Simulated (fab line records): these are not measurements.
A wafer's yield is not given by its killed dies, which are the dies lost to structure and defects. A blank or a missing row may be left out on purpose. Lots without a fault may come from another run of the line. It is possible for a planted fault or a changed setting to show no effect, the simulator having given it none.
Split-lot study -- flow berkeley-cmos170 -- on a route of 331 steps: 5 lots, 23 wafers read

== ABOUT THE SPLIT ==
At UCB170_PVT_COAT_01 (resist thk 900 nm), the setting resist-thk-nm was moved away from the recipe's 900 nm on 6 of the 23 wafers read, by +1.6% to +3.0%. All remaining wafers had this setting at the recipe value.

The reading is taken at the split's own step.

== THE READING ==
KrF_of_PVT_COAT_01.thk-nm (the simulator's own value, which no gauge read), in nm, at UCB170_PVT_COAT_01 (resist thk 900 nm). There is no usual value for it anywhere in the file. The 17 wafers here that ran the recipe average 903.6 nm, standard deviation 3.3 nm.

wafer,"tool, chamber at the split","resist-thk-nm as run, nm",against the recipe,"KrF_of_PVT_COAT_01.thk-nm, nm",against lot-mates on the recipe
L074.1,"litho-track-02, 0",900,recipe,901.3,-
L074.2,"litho-track-02, 0",900,recipe,900.4,-
L074.4,"litho-track-02, 0",900,recipe,899.5,-
L074.5,"litho-track-02, 0",900,recipe,900.1,-
L074.6,"litho-track-02, 0",900,recipe,902.2,-
L075.2,"litho-track-03, 0",900,recipe,907.2,-
L075.3,"litho-track-03, 0",900,recipe,903.9,-
L075.4,"litho-track-03, 0",900,recipe,910.5,-
L075.5,"litho-track-03, 0",900,recipe,908.7,-
L075.6,"litho-track-03, 0",900,recipe,905.7,-
L078.2,"litho-track-04, 0",926.9,+3.0%,927.3,+27.1
L078.3,"litho-track-04, 0",926.9,+3.0%,924.6,+24.4
L078.4,"litho-track-04, 0",900,recipe,899.1,-
L078.5,"litho-track-04, 0",900,recipe,901.2,-
L078.6,"litho-track-04, 0",926.9,+3.0%,926.3,+26.1
L079.1,"litho-track-02, 0",900,recipe,904.1,-
L079.2,"litho-track-02, 0",900,recipe,903.5,-
L079.3,"litho-track-02, 0",900,recipe,902.3,-
L084.1,"litho-track-03, 0",914.2,+1.6%,917.3,+11.5
L084.3,"litho-track-03, 0",914.2,+1.6%,919.2,+13.5
L084.4,"litho-track-03, 0",900,recipe,907.5,-
L084.5,"litho-track-03, 0",900,recipe,904,-
L084.6,"litho-track-03, 0",914.2,+1.6%,919.5,+13.8

FIT RESULTS
A straight line over all 23 wafers: KrF_of_PVT_COAT_01.thk-nm changes by +7.88 nm for each +1% of resist-thk-nm; r = +0.94; the points scatter about the line by 3.2 nm.
The same after taking each lot's own level away (the mean of its wafers on the recipe; 23 wafers): +8.58 nm for each +1%; r = +0.99; scatter 1.5 nm.
According to that fit, moving resist-thk-nm by its largest amount changes the reading by 26 nm.
From 900.15 to 907.20 nm: that is the span of the lots' own levels, equal to 2.2 times the standard deviation above.
The two slopes agree, so the slope changes little with the lot-to-lot level.
Check: +25.1 nm against its lot-mates is what the line predicts for one of the wafers moved furthest among these (+3.0%) when that wafer is left out of the fit. It came out at +27.1 nm against them.

== THE OTHER SPLITS THESE WAFERS WENT THROUGH ==
Before the reading, these wafers also passed through other splits. Each is held against what the fit with the lots' levels taken away leaves over:
other split on the same wafers,wafers away from the commonest value,r with KrF_of_PVT_COAT_01.thk-nm (lot level and that fit taken away)
UCB170_ACTIVE_OXIDATION_02 temp-c,15,+0.08
UCB170_ACTIVE_EXPOSE_10 dose-mj,5,+0.12
UCB170_PFIELD_COAT_01 spin-rpm,7,-0.14
UCB170_FIELD_OXIDATION_01 temp-c,18,+0.06
UCB170_FIELD_WET_ETCH_05 time-s,15,+0.11

== THE WHOLE CHAIN: every reading that the file lists as answering this split, in the file's order ==
step,what it does,reading,change (the file's fit),r (the file's)
UCB170_PVT_COAT_01,resist thk 900 nm,"KrF_of_PVT_COAT_01.thk-nm (the simulator's own value, which no gauge read)",+8.57 nm for each +1% of the setting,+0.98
UCB170_PVT_STRIP_08,strips in O2,strip-time-to-endpoint-s,withheld for each +1% of the setting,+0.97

== THE FILE'S OWN FIT ==
KrF_of_PVT_COAT_01.thk-nm changes by +8.57 nm for each +1% of resist-thk-nm, r = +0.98.
